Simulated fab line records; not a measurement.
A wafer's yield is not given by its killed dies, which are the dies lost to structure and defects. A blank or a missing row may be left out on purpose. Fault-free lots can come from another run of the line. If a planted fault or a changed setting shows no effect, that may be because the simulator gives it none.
Which tool was responsible? + flow ritCmos + 15 lots, 45 wafers sampled, at 2 steps of a route of 202

WHAT THE GAUGES READ, wafer by wafer
RIT_ACTIVE_THK_MEAS_04.
| lot  | measured    | on           | ACTIVE_NITRIDE_THK (nm) |
|------|-------------|--------------|-------------------------|
| L530 | day 1 13:37 | filmMetro-02 | 149.3 149.5 150.3       |
| L531 | day 1 18:46 | filmMetro-03 | 149.9 152.4 149.0       |
| L532 | day 1 23:35 | filmMetro-02 | 151.2 150.3 149.8       |
| L533 | day 2 04:32 | filmMetro-03 | 150.9 148.8 149.6       |
| L534 | day 2 09:55 | filmMetro-03 | 151.4 152.9 152.2       |
| L535 | day 2 15:14 | filmMetro-02 | 151.4 151.1 152.8       |
| L537 | day 3 00:34 | filmMetro-03 | 152.8 151.0 151.5       |
| L538 | day 3 05:32 | filmMetro-03 | 147.9 148.9 149.2       |
| L539 | day 3 10:32 | filmMetro-03 | 150.1 150.5 150.1       |
| L541 | day 3 20:32 | filmMetro-03 | 149.6 150.1 149.6       |
| L543 | day 4 06:32 | filmMetro-04 | 150.7 148.8 149.2       |
| L544 | day 4 11:32 | filmMetro-02 | 149.5 150.5 150.1       |
| L547 | day 5 02:32 | filmMetro-03 | 134.7 135.1 134.3       |
| L549 | day 5 12:32 | filmMetro-03 | 133.7 133.1 132.7       |
| L551 | day 5 22:32 | filmMetro-03 | 135.2 136.3 135.6       |

WHICH TOOL RAN EACH LOT (tool, then ch and the chambers of the sampled wafers, then the start)
| lot  | RIT_ACTIVE_CVD_03          |
|------|----------------------------|
| L530 | lpcvd-02 ch 1, day 1 12:11 |
| L531 | lpcvd-02 ch 1, day 1 17:20 |
| L532 | lpcvd-01 ch 0, day 1 22:10 |
| L533 | lpcvd-01 ch 1, day 2 03:07 |
| L534 | lpcvd-01 ch 1, day 2 08:30 |
| L535 | lpcvd-02 ch 0, day 2 13:07 |
| L537 | lpcvd-02 ch 0, day 2 23:07 |
| L538 | lpcvd-01 ch 1, day 3 04:07 |
| L539 | lpcvd-02 ch 0, day 3 09:07 |
| L541 | lpcvd-01 ch 0, day 3 19:07 |
| L543 | lpcvd-02 ch 1, day 4 05:07 |
| L544 | lpcvd-01 ch 0, day 4 10:07 |
| L547 | lpcvd-01 ch 0, day 5 01:07 |
| L549 | lpcvd-01 ch 0, day 5 11:07 |
| L551 | lpcvd-01 ch 0, day 5 21:07 |
- RIT_ACTIVE_CVD_03: deposits Si3N4 from SiH2Cl2/NH3, target thk 150 nm, time 1500 s.

WHAT THE TOOLS THEMSELVES READ (means of the sampled wafers that have a number; where no wafer has one, the mark that the record gives instead)
The record holds no such reading with a usual standard deviation.

THE ANSWER, worked out from the rows above alone
Rule: what is usual is taken from the lots themselves. Put in order of their means at a reading, lots are off if they are a third of the lots or fewer, leave a main group of 4 or more, and stand apart from it by a gap of 3 or more times the standard deviation of the main group's means; of several such gaps the widest counts. A main group whose means are all the same, to the digits that the tables above print for the reading, isn't used. Also off: a lot with no number at a reading for which 4 or more lots have one. The other lots that the step has rows for count as sound. After the gauges, taken in route order, come the tools' own readings; for these a lot's mean is taken, as printed above. At the first step where some lot is off, the reading lying furthest off is the one used; lots without a number count as furthest.
Off: L547, L549, L551, at RIT_ACTIVE_THK_MEAS_04 (ACTIVE_NITRIDE_THK). Main group: mean 150.4 nm, sd 1.
If a tool, at a process step before that reading, ran all the lots that are off and no sound lot after the first of them, it fits. The gauges at RIT_ACTIVE_THK_MEAS_04 are tried like those tools. Undecided on this evidence; 2 tools fit (lpcvd-01 at RIT_ACTIVE_CVD_03, filmMetro-03 at RIT_ACTIVE_THK_MEAS_04).

WHAT HAD BEEN PUT IN BY THE SIMULATOR
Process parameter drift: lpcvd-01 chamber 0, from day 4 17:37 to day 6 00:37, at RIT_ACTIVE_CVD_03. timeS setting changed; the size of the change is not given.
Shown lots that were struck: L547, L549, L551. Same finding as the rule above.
